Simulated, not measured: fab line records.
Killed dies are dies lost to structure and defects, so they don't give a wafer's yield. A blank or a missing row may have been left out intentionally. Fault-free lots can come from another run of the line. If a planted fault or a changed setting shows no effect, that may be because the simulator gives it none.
fab line records -- flow rit_cmos
[record] lots = 14, wafers = 42, last_day = 7
route steps=202 shown GATE@92 PLDD@123 M1@189
lots that met no fault: from a run of the same line without faults
start_h: hours from the record's first day to the start of the lot's first wafer shown -- wait_h: hours elapsed since this lot's preceding step -- " unchanged from the row above -- L1.1+2: a single row standing in for several wafers -- - value missing, or start not given -- * or withheld: withheld -- < > ~ a bound
route shown NAME@n: names a module that has steps shown in the file, with the first one's number in the route -- usual: average and standard deviation across the fault-free wafers -- same: alike in all rows -- chamber/n: place in a boat -- sites: readings site by site -- _std_site: standard deviation of those values -- _edge_site: mean of outer sites minus mean of inner sites -- radius_mm: how far each site lies from the wafer's centre -- mask NAME#n: copy n -- behind: the most recent tool/chamber to have shaped the wafer -- hold: why the lot went on hold/how many hours it stayed there/how the hold came to an end -- device: transistor that didn't switch, given as n, p or np -- end of line: the route-end tests of the same wafers -- where a step has no rows: the recipe by itself -- killed: count of dies lost to structure and defects at first sort (not the wafer's yield) -- map: the dies of a wafer, with x for killed, . for not killed, _ for no die there
set.NAME: the setting as run; set.NAME@STEP: as run at that earlier step -- model.NAME: the simulator's own value behind a step, which no gauge read
the route's steps for a sample of lots (tables are steps, rows are wafers)
services: a tool's chamber out of use, with start hour (start_h, from the record's first day; less than 0 if before it), hours out, and reason
[[steps]]
[step RIT_GATE_CD_MEAS_16]
[recipe] target_cd_nm = 150
[usual] cd_nm = 149/3.1
lot.wafer,tool,chamber,start_h,wait_h,cd_nm
L641.3,cd_sem-02,-,38.19,-,150
L641.5,cd_sem-02,-,38.19,-,148
L641.6,cd_sem-02,-,38.19,-,147
L642.1,cd_sem-01,-,46.99,-,153
L642.2,cd_sem-01,-,46.99,-,150
L642.6,cd_sem-01,-,46.99,-,152
L643.1,cd_sem-01,-,48.85,-,145
L643.2,cd_sem-01,-,48.85,-,148
L643.3,cd_sem-01,-,48.85,-,147
L644.1,cd_sem-01,-,52.86,-,149
L644.4,cd_sem-01,-,52.86,-,151
L644.5,cd_sem-01,-,52.86,-,149
L645.2,cd_sem-01,-,59.40,-,149
L645.4,cd_sem-01,-,59.40,-,150
L645.6,cd_sem-01,-,59.40,-,150
L646.2,cd_sem-02,-,67.17,-,150
L646.3,cd_sem-02,-,67.17,-,149
L646.4,cd_sem-02,-,67.17,-,150
L647.1,cd_sem-02,-,71.18,-,150
L647.2,cd_sem-02,-,71.18,-,150
L647.3,cd_sem-02,-,71.18,-,150
L653.2,cd_sem-02,-,103.96,-,146
L653.3,cd_sem-02,-,103.96,-,149
L653.5,cd_sem-02,-,103.96,-,146
L658.2,cd_sem-02,-,127.57,-,145
L658.4,cd_sem-02,-,127.57,-,148
L658.6,cd_sem-02,-,127.57,-,148
L659.1,cd_sem-01,-,131.02,-,146
L659.4,cd_sem-01,-,131.02,-,147
L659.5,cd_sem-01,-,131.02,-,149
L660.4,cd_sem-01,-,132.48,-,149
L660.5,cd_sem-01,-,132.48,-,152
L660.6,cd_sem-01,-,132.48,-,151
L662.1,cd_sem-01,-,147.30,-,152
L662.5,cd_sem-01,-,147.30,-,149
L662.6,cd_sem-01,-,147.30,-,150
L663.2,cd_sem-01,-,152.01,-,148
L663.4,cd_sem-01,-,152.01,-,148
L663.6,cd_sem-01,-,152.01,-,147
L664.2,cd_sem-02,-,156.13,-,151
L664.4,cd_sem-02,-,156.13,-,150
L664.5,cd_sem-02,-,156.13,-,149
[step RIT_PLDD_STRIP_09]
[recipe] chemistry = O2, time_s = 180, resist = NOVOLAK, platen_temp_c = withheld, power_w = 500, pressure_mtorr = 4000, o2_flow_sccm = 4000
[usual] drypump_motor_current_A = 5.8/0.35
lot.wafer,tool,chamber,start_h,wait_h,drypump_motor_current_A,rf_hours_counter_h
L641.3,plasma_asher-04,0,46.05,0.1,6.0,-
L641.5,plasma_asher-04,0,46.05,0.1,6.0,-
L641.6,plasma_asher-04,1,46.05,0.1,5.8,-
L642.1,plasma_asher-04,0,53.58,0.1,6.0,44
L642.2,plasma_asher-04,1,53.58,0.1,5.8,44
L642.6,plasma_asher-04,0,53.58,0.1,6.0,-
L643.1,plasma_asher-02,0,56.29,0.1,5.7,40
L643.2,plasma_asher-02,1,56.29,0.1,5.7,40
L643.3,plasma_asher-02,1,56.29,0.1,5.8,-
L644.1,plasma_asher-04,0,59.31,0.1,6.0,45
L644.4,plasma_asher-04,0,59.31,0.1,6.0,-
L644.5,plasma_asher-04,0,59.31,0.1,6.0,-
L645.2,plasma_asher-02,1,67.45,0.1,5.8,41
L645.4,plasma_asher-02,1,67.45,0.1,5.8,-
L645.6,plasma_asher-02,1,67.45,0.1,5.8,-
L646.2,plasma_asher-04,1,73.90,0.1,5.8,46
L646.3,plasma_asher-04,0,73.90,0.1,6.0,-
L646.4,plasma_asher-04,1,73.90,0.1,5.8,-
L647.1,plasma_asher-02,1,77.63,0.1,5.8,42
L647.2,plasma_asher-02,0,77.63,0.1,5.7,42
L647.3,plasma_asher-02,1,77.63,0.1,5.8,-
L653.2,plasma_asher-01,1,110.36,0.1,6.5,49
L653.3,plasma_asher-01,0,110.36,0.1,5.2,-
L653.5,plasma_asher-01,1,110.36,0.1,6.4,-
L658.2,plasma_asher-02,0,134.69,0.1,5.7,2
L658.4,plasma_asher-02,1,134.69,0.1,5.8,-
L658.6,plasma_asher-02,1,134.69,0.1,5.7,-
L659.1,plasma_asher-04,0,137.32,0.1,6.0,54
L659.4,plasma_asher-04,1,137.32,0.1,5.8,-
L659.5,plasma_asher-04,0,137.32,0.1,6.0,-
L660.4,plasma_asher-01,1,139.05,0.1,6.5,-
L660.5,plasma_asher-01,1,139.05,0.1,6.5,-
L660.6,plasma_asher-01,0,139.05,0.1,5.2,-
L662.1,plasma_asher-04,0,154.01,0.1,6.0,57
L662.5,plasma_asher-04,0,154.01,0.1,6.0,-
L662.6,plasma_asher-04,1,154.01,0.1,5.8,-
L663.2,plasma_asher-04,1,158.74,0.1,5.8,57
L663.4,plasma_asher-04,0,158.74,0.1,6.0,-
L663.6,plasma_asher-04,0,158.74,0.1,6.0,-
L664.2,plasma_asher-01,0,162.67,0.1,5.2,56
L664.4,plasma_asher-01,1,162.67,0.1,6.5,-
L664.5,plasma_asher-01,0,162.67,0.1,5.2,-
[step RIT_M1_SOFTBAKE_05]
[recipe] resist = NOVOLAK, temp_c = 90, time_s = 60
[usual] heater_power_total_W = 34.57/0.052, plate_temp_C = 90.00/0.13
lot.wafer,tool,chamber,start_h,wait_h,heater_power_total_W,plate_temp_C
L641.3,litho_track-01,0,56.89,0.1,34.53,90.01
L641.5,litho_track-01,0,56.89,0.1,34.48,90.20
L641.6,litho_track-01,0,56.89,0.1,34.53,90.28
L642.1,litho_track-02,0,63.69,0.1,34.55,90.01
L642.2,litho_track-02,0,63.69,0.1,34.55,90.07
L642.6,litho_track-02,0,63.69,0.1,34.60,90.18
L643.1,litho_track-03,0,66.28,0.1,34.58,89.81
L643.2,litho_track-03,0,66.28,0.1,34.56,89.99
L643.3,litho_track-03,0,66.28,0.1,34.59,89.83
L644.1,litho_track-03,0,69.97,0.1,34.52,89.77
L644.4,litho_track-03,0,69.97,0.1,34.66,90.17
L644.5,litho_track-03,0,69.97,0.1,34.54,90.08
L645.2,litho_track-03,0,77.81,0.1,35.46,91.65
L645.4,litho_track-03,0,77.81,0.1,35.46,91.41
L645.6,litho_track-03,0,77.81,0.1,35.51,91.50
L646.2,litho_track-03,0,84.23,0.1,35.52,91.45
L646.3,litho_track-03,0,84.23,0.1,35.52,91.51
L646.4,litho_track-03,0,84.23,0.1,35.48,91.64
L647.1,litho_track-02,0,88.21,0.1,34.61,89.96
L647.2,litho_track-02,0,88.21,0.1,34.62,89.97
L647.3,litho_track-02,0,88.21,0.1,34.57,89.97
L653.2,litho_track-02,0,120.82,0.1,34.63,89.97
L653.3,litho_track-02,0,120.82,0.1,34.58,90.00
L653.5,litho_track-02,0,120.82,0.1,34.61,89.95
L658.2,litho_track-02,0,144.87,0.1,34.57,90.16
L658.4,litho_track-02,0,144.87,0.1,34.58,90.12
L658.6,litho_track-02,0,144.87,0.1,34.52,89.99
L659.1,litho_track-01,0,147.41,0.1,34.52,90.01
L659.4,litho_track-01,0,147.41,0.1,34.50,89.96
L659.5,litho_track-01,0,147.41,0.1,34.63,89.97
L660.4,litho_track-01,0,149.58,0.1,34.56,90.12
L660.5,litho_track-01,0,149.58,0.1,34.53,90.27
L660.6,litho_track-01,0,149.58,0.1,34.42,90.30
L662.1,litho_track-03,0,164.96,0.1,34.53,90.19
L662.5,litho_track-03,0,164.96,0.1,34.56,89.80
L662.6,litho_track-03,0,164.96,0.1,34.54,90.00
L663.2,litho_track-02,0,169.10,0.1,34.61,90.16
L663.4,litho_track-02,0,169.10,0.1,34.66,89.99
L663.6,litho_track-02,0,169.10,0.1,34.65,89.98
L664.2,litho_track-02,0,173.34,0.1,34.66,89.87
L664.4,litho_track-02,0,173.34,0.1,34.46,90.00
L664.5,litho_track-02,0,173.34,0.1,34.62,89.83
[step RIT_M1_STRIP_14]
[recipe] chemistry = O2, time_s = 180, platen_temp_c = withheld, power_w = 500, pressure_mtorr = 4000, o2_flow_sccm = 4000
[usual] drypump_motor_current_A = 5.8/0.37
lot.wafer,tool,chamber,start_h,wait_h,drypump_motor_current_A,rf_hours_counter_h
L641.3,plasma_asher-02,0,58.26,0.1,5.7,-
L641.5,plasma_asher-02,1,58.26,0.1,5.8,-
L641.6,plasma_asher-02,0,58.26,0.1,5.7,-
L642.1,plasma_asher-02,1,65.32,0.0,5.8,41
L642.2,plasma_asher-02,0,65.32,0.0,5.7,41
L642.6,plasma_asher-02,1,65.32,0.0,5.8,-
L643.1,plasma_asher-02,0,67.70,0.0,5.7,41
L643.2,plasma_asher-02,1,67.70,0.0,5.8,41
L643.3,plasma_asher-02,0,67.70,0.0,5.7,-
L644.1,plasma_asher-04,0,71.47,0.0,6.0,46
L644.4,plasma_asher-04,1,71.47,0.0,5.7,-
L644.5,plasma_asher-04,1,71.47,0.0,5.7,-
L645.2,plasma_asher-02,0,79.12,0.0,5.7,42
L645.4,plasma_asher-02,0,79.12,0.0,5.7,-
L645.6,plasma_asher-02,1,79.12,0.0,5.8,-
L646.2,plasma_asher-01,1,85.65,0.0,6.5,46
L646.3,plasma_asher-01,0,85.65,0.0,5.2,-
L646.4,plasma_asher-01,1,85.65,0.0,6.5,-
L647.1,plasma_asher-04,1,89.94,0.0,5.8,48
L647.2,plasma_asher-04,0,89.94,0.0,6.0,48
L647.3,plasma_asher-04,1,89.94,0.0,5.8,-
L653.2,plasma_asher-01,0,122.12,0.0,5.2,51
L653.3,plasma_asher-01,0,122.12,0.0,5.2,-
L653.5,plasma_asher-01,1,122.12,0.0,6.5,-
L658.2,plasma_asher-04,1,146.26,0.0,5.8,56
L658.4,plasma_asher-04,1,146.26,0.0,5.8,-
L658.6,plasma_asher-04,1,146.26,0.0,5.7,-
L659.1,plasma_asher-01,1,148.75,0.0,6.5,54
L659.4,plasma_asher-01,0,148.75,0.0,5.2,-
L659.5,plasma_asher-01,1,148.75,0.0,6.5,-
L660.4,plasma_asher-01,0,150.89,0.1,5.2,-
L660.5,plasma_asher-01,0,150.89,0.1,5.2,-
L660.6,plasma_asher-01,1,150.89,0.1,6.4,-
L662.1,plasma_asher-02,0,166.30,0.0,5.7,6
L662.5,plasma_asher-02,1,166.30,0.0,5.7,-
L662.6,plasma_asher-02,0,166.30,0.0,5.7,-
L663.2,plasma_asher-01,0,170.42,0.0,5.2,57
L663.4,plasma_asher-01,0,170.42,0.0,5.2,-
L663.6,plasma_asher-01,0,170.42,0.0,5.2,-
L664.2,plasma_asher-02,1,174.77,0.0,5.8,7
L664.4,plasma_asher-02,1,174.77,0.0,5.8,-
L664.5,plasma_asher-02,1,174.77,0.0,5.7,-
[step RIT_M1_PROBE_99]
[usual] defect_limited_yield = 97.4/1.2, killed_at_contacts = 0.0/0.22, killed_at_front_end = 7/3.3, killed_dies = 7/3.3, killed_open = 3.3/1.9, killed_short = 3.6/2.1, sort_bin_3_pad_short = 0.1/0.23, sort_bin_5_function = 1.5/0.92, sort_bin_6_memory = 1.0/0.64, sort_n_pass = 257/3.3, sort_yield_pct = 97.4/1.2
[same] gross_dies = 264, killed_at_M0_to_M3 = 0, killed_at_M4_up = 0, killed_at_back_side = 0, killed_at_other = 0
lot.wafer,tool,chamber,start_h,wait_h,defect_limited_yield[%],killed_at_contacts,killed_at_front_end,killed_dies,killed_open,killed_short,sort_bin_3_pad_short[%],sort_bin_5_function[%],sort_bin_6_memory[%],sort_n_pass,sort_yield_pct[%]
L641.3,prober-01,-,60.21,0.2,96.6,0,9,9,4,5,0,3.0,0.4,255,96.6
L641.5,prober-01,-,60.31,0.2,94.7,0,14,14,5,9,0,3.4,1.9,250,94.7
L641.6,prober-01,-,60.36,0.2,95.8,0,11,11,5,6,0,3.8,0.4,253,95.8
L642.1,prober-02,-,67.24,0.1,97.0,0,8,8,4,4,0,2.3,0.8,256,97.0
L642.2,prober-02,-,67.29,0.1,97.0,0,8,8,3,3,0,1.9,1.1,256,97.0
L642.6,prober-02,-,67.49,0.2,98.9,0,3,3,2,1,0,0.8,0.4,261,98.9
L643.1,prober-01,-,69.61,0.1,98.1,0,5,5,3,2,0,1.5,0.4,259,98.1
L643.2,prober-01,-,69.66,0.1,99.6,0,1,1,1,0,0,0.4,0,263,99.6
L643.3,prober-01,-,69.71,0.2,97.7,0,6,6,4,2,0,1.5,0.8,258,97.7
L644.1,prober-02,-,73.39,0.1,97.7,0,6,6,2,4,0,1.1,1.1,258,97.7
L644.4,prober-02,-,73.54,0.2,98.5,0,4,4,3,1,0,1.1,0.4,260,98.5
L644.5,prober-02,-,73.59,0.2,95.1,0,13,13,5,8,0.4,3.0,1.5,251,95.1
L645.2,prober-01,-,81.09,0.1,97.3,0,7,7,2,5,0.4,2.3,0,257,97.3
L645.4,prober-01,-,81.19,0.2,99.6,0,1,1,0,1,0,0,0.4,263,99.6
L645.6,prober-01,-,81.29,0.2,96.6,1,8,9,3,6,0,1.9,1.5,255,96.6
L646.2,prober-02,-,87.61,0.1,97.3,0,7,7,3,4,0.4,1.9,0.4,257,97.3
L646.3,prober-02,-,87.66,0.2,97.7,0,6,6,3,3,0,0.8,1.5,258,97.7
L646.4,prober-02,-,87.71,0.2,97.7,0,6,6,3,3,0.4,1.5,0.4,258,97.7
L647.1,prober-01,-,91.85,0.1,97.3,0,7,7,2,5,0.4,1.5,0.8,257,97.3
L647.2,prober-01,-,91.90,0.1,94.3,0,15,15,7,8,0.4,4.2,1.1,249,94.3
L647.3,prober-01,-,91.95,0.2,97.3,0,7,7,5,2,0,1.9,0.8,257,97.3
L653.2,prober-01,-,124.09,0.1,95.5,0,12,12,6,6,0.4,2.3,1.9,252,95.5
L653.3,prober-01,-,124.14,0.2,98.5,0,4,4,2,2,0,1.1,0.4,260,98.5
L653.5,prober-01,-,124.24,0.2,98.5,0,4,4,2,2,0,1.1,0.4,260,98.5
L658.2,prober-02,-,148.22,0.1,97.7,0,6,6,1,5,0,1.5,0.8,258,97.7
L658.4,prober-02,-,148.32,0.2,100.0,0,0,0,0,0,0,0,0,264,100.0
L658.6,prober-02,-,148.42,0.2,99.6,0,1,1,1,0,0,0.4,0,263,99.6
L659.1,prober-01,-,150.66,0.1,97.7,0,6,6,2,4,0,1.5,0.8,258,97.7
L659.4,prober-01,-,150.81,0.2,95.5,0,12,12,5,7,0,2.7,1.9,252,95.5
L659.5,prober-01,-,150.86,0.2,98.5,0,4,4,0,4,0,0.8,0.8,260,98.5
L660.4,prober-02,-,152.90,0.2,97.7,1,5,6,4,2,0,1.5,0.8,258,97.7
L660.5,prober-02,-,152.95,0.2,97.0,0,8,8,4,4,0,1.5,1.5,256,97.0
L660.6,prober-02,-,153.00,0.2,98.9,0,3,3,2,1,0,1.1,0,261,98.9
L662.1,prober-02,-,168.22,0.1,97.7,0,6,6,4,2,0,1.1,1.1,258,97.7
L662.5,prober-02,-,168.42,0.2,96.6,0,9,9,6,3,0,1.5,1.9,255,96.6
L662.6,prober-02,-,168.47,0.2,95.8,0,11,11,2,9,0.8,2.7,0.8,253,95.8
L663.2,prober-01,-,172.38,0.1,95.8,1,10,11,3,8,0.4,3.0,0.8,253,95.8
L663.4,prober-01,-,172.48,0.2,95.5,0,12,12,8,4,0,2.3,2.3,252,95.5
L663.6,prober-01,-,172.58,0.2,99.2,0,2,2,2,0,0,0,0.8,262,99.2
L664.2,prober-02,-,176.73,0.1,97.7,0,6,6,4,2,0,2.3,0,258,97.7
L664.4,prober-02,-,176.83,0.2,97.7,0,6,6,3,3,0,1.1,1.1,258,97.7
L664.5,prober-02,-,176.88,0.2,97.3,0,7,7,2,5,0.8,1.1,0.8,257,97.3
// killed by level:class
L641.3 GATE:geometric_particle:short=3 GATE:geometric_particle:open=2 FOX2:geometric_particle:open=1 SPACER:geometric_particle:short=1 SILICIDE:geometric_particle:open=1 SILICIDE:geometric_particle:short=1
L641.5 GATE:geometric_particle:short=6 GATE:geometric_particle:open=4 REOX:geometric_particle:short=3 FOX1:geometric_particle:open=1
L641.6 GATE:geometric_particle:open=4 SILICIDE:geometric_particle:short=3 GATE:geometric_particle:short=2 FOX1:geometric_particle:short=1 REOX:geometric_particle:open=1
L642.1 GATE:geometric_particle:short=3 GATE:geometric_particle:open=2 FOX1:geometric_particle:open=1 REOX:geometric_particle:short=1 SILICIDE:geometric_particle:open=1
L642.2 FOX1:geometric_particle:short=2 GATE:geometric_particle:open=2 PSD:coat_microbubble_printed=2 FOX1:geometric_particle:open=1 GATE:geometric_particle:short=1
L642.6 GATE:geometric_particle:short=1 GATE:geometric_particle:open=1 SILICIDE:geometric_particle:open=1
L643.1 FOX1:geometric_particle:open=1 FOX2:geometric_particle:short=1 GATE:geometric_particle:short=1 REOX:geometric_particle:open=1 SILICIDE:geometric_particle:open=1
L643.2 GATE:geometric_particle:open=1
L643.3 GATE:geometric_particle:open=3 FOX2:geometric_particle:open=1 FOX2:geometric_particle:short=1 GATE:geometric_particle:short=1
L644.1 SPACER:geometric_particle:short=2 FOX2:geometric_particle:short=1 GATE:geometric_particle:open=1 GATE:geometric_particle:short=1 SILICIDE:geometric_particle:open=1
L644.4 GATE:geometric_particle:open=1 GATE:geometric_particle:short=1 SPACER:geometric_particle:open=1 SILICIDE:geometric_particle:open=1
L644.5 GATE:geometric_particle:short=3 SILICIDE:geometric_particle:short=3 GATE:geometric_particle:open=2 FOX1:geometric_particle:open=1 FOX1:geometric_particle:short=1 SPACER:geometric_particle:short=1 SPACER:geometric_particle:open=1 SILICIDE:geometric_particle:open=1
L645.2 GATE:geometric_particle:short=2 SPACER:geometric_particle:short=2 SPACER:geometric_particle:open=2 FOX1:geometric_particle:short=1
L645.4 GATE:geometric_particle:short=1
L645.6 GATE:geometric_particle:short=2 FOX1:geometric_particle:short=1 FOX1:geometric_particle:open=1 FOX2:geometric_particle:open=1 REOX:geometric_particle:open=1 SPACER:geometric_particle:short=1 SILICIDE:geometric_particle:short=1 CONTACT:geometric_particle:short=1
L646.2 FOX1:geometric_particle:short=1 FOX1:geometric_particle:open=1 GATE:geometric_particle:open=1 REOX:geometric_particle:short=1 SPACER:geometric_particle:open=1 SPACER:geometric_particle:short=1 SILICIDE:geometric_particle:short=1
L646.3 GATE:geometric_particle:short=2 GATE:geometric_particle:open=1 REOX:geometric_particle:open=1 SPACER:geometric_particle:open=1 SPACER:geometric_particle:short=1
L646.4 REOX:geometric_particle:open=3 GATE:geometric_particle:short=1 REOX:geometric_particle:short=1 SPACER:geometric_particle:short=1
L647.1 FOX1:geometric_particle:short=2 REOX:geometric_particle:short=2 REOX:geometric_particle:open=1 SPACER:geometric_particle:short=1 SILICIDE:geometric_particle:open=1
L647.2 GATE:geometric_particle:short=5 SPACER:geometric_particle:open=4 GATE:geometric_particle:open=2 FOX1:geometric_particle:short=1 FOX2:geometric_particle:short=1 REOX:geometric_particle:open=1 SPACER:geometric_particle:short=1
L647.3 GATE:geometric_particle:open=2 REOX:geometric_particle:open=2 FOX1:geometric_particle:short=1 SPACER:geometric_particle:short=1 SPACER:geometric_particle:open=1
L653.2 GATE:geometric_particle:short=3 GATE:geometric_particle:open=3 SPACER:geometric_particle:open=2 SPACER:geometric_particle:short=2 REOX:geometric_particle:short=1 REOX:geometric_particle:open=1
L653.3 FOX1:geometric_particle:open=1 GATE:geometric_particle:short=1 SILICIDE:geometric_particle:short=1 SILICIDE:geometric_particle:open=1
L653.5 FOX1:geometric_particle:open=2 FOX1:geometric_particle:short=1 SILICIDE:geometric_particle:short=1
L658.2 FOX1:geometric_particle:short=3 GATE:geometric_particle:short=1 REOX:geometric_particle:open=1 SPACER:geometric_particle:short=1
L658.6 GATE:geometric_particle:open=1
L659.1 REOX:geometric_particle:short=2 FOX1:geometric_particle:open=1 GATE:geometric_particle:open=1 GATE:geometric_particle:short=1 SPACER:geometric_particle:short=1
L659.4 REOX:geometric_particle:short=3 SPACER:geometric_particle:short=3 GATE:geometric_particle:open=2 FOX1:geometric_particle:open=1 FOX1:geometric_particle:short=1 REOX:geometric_particle:open=1 SPACER:geometric_particle:open=1
L659.5 GATE:geometric_particle:short=2 SILICIDE:geometric_particle:short=2
L660.4 GATE:geometric_particle:open=2 REOX:geometric_particle:open=2 REOX:geometric_particle:short=1 CONTACT:geometric_particle:short=1
L660.5 REOX:geometric_particle:short=3 REOX:geometric_particle:open=2 FOX2:geometric_particle:open=1 GATE:geometric_particle:open=1 GATE:geometric_particle:short=1
L660.6 GATE:geometric_particle:short=1 GATE:geometric_particle:open=1 REOX:geometric_particle:open=1
L662.1 GATE:geometric_particle:open=4 FOX1:geometric_particle:short=1 GATE:geometric_particle:short=1
L662.5 GATE:geometric_particle:short=3 GATE:geometric_particle:open=2 FOX2:geometric_particle:open=1 REOX:geometric_particle:open=1 SPACER:geometric_particle:open=1 SILICIDE:geometric_particle:open=1
L662.6 GATE:geometric_particle:short=4 REOX:geometric_particle:short=3 SILICIDE:geometric_particle:short=2 GATE:geometric_particle:open=1 REOX:geometric_particle:open=1
L663.2 GATE:geometric_particle:short=4 REOX:geometric_particle:short=2 SPACER:geometric_particle:short=2 FOX2:geometric_particle:open=1 SILICIDE:geometric_particle:open=1 CONTACT:geometric_particle:open=1
L663.4 GATE:geometric_particle:open=6 SILICIDE:geometric_particle:open=2 SILICIDE:geometric_particle:short=2 FOX1:geometric_particle:short=1 GATE:geometric_particle:short=1
L663.6 GATE:geometric_particle:open=1 SILICIDE:geometric_particle:open=1
L664.2 FOX1:geometric_particle:open=1 GATE:geometric_particle:short=1 GATE:geometric_particle:open=1 SPACER:geometric_particle:short=1 SPACER:geometric_particle:open=1 SILICIDE:geometric_particle:open=1
L664.4 GATE:geometric_particle:short=3 REOX:geometric_particle:open=2 FOX1:geometric_particle:open=1
L664.5 SPACER:geometric_particle:short=2 FOX2:geometric_particle:short=1 FOX2:geometric_particle:open=1 GATE:geometric_particle:short=1 REOX:geometric_particle:short=1 SPACER:geometric_particle:open=1
[[services]]
tool,chamber,start_h,hours,kind
plasma_asher-04,-,32.25,2.2,repair
plasma_asher-02,-,108.75,9.0,pm
plasma_asher-02,0,108.75,9.0,vent_cycle
plasma_asher-02,1,108.75,9.0,vent_cycle
plasma_asher-02,0,117.75,-,clean
plasma_asher-02,1,117.75,-,clean
plasma_asher-01,-,129.07,1.5,repair
plasma_asher-04,-,166.80,0.8,repair
[[key]]
[first_sign] step = RIT_M1_SOFTBAKE_05, reading = heater_power_total_W, direction = up, sigmas = 18, usual = 34.57, struck = 35.49
[effect] step = RIT_M1_SOFTBAKE_05, reading = plate_temp_C, direction = up, sigmas = 12, usual = *, struck = *
met_at RIT_M1_SOFTBAKE_05
struck_lots L645,L646
not_acting_at RIT_GATE_CD_MEAS_16,RIT_PLDD_STRIP_09,RIT_M1_STRIP_14
onset_between 69.97 77.81
[fault] kind = process_parameter_drift, tool = litho_track-03, chamber = -, onset_h = 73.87, steps = RIT_M1_SOFTBAKE_05, channel = temp_c, offset = *, shape = step, end_h = 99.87, acts_in = *, stated = *
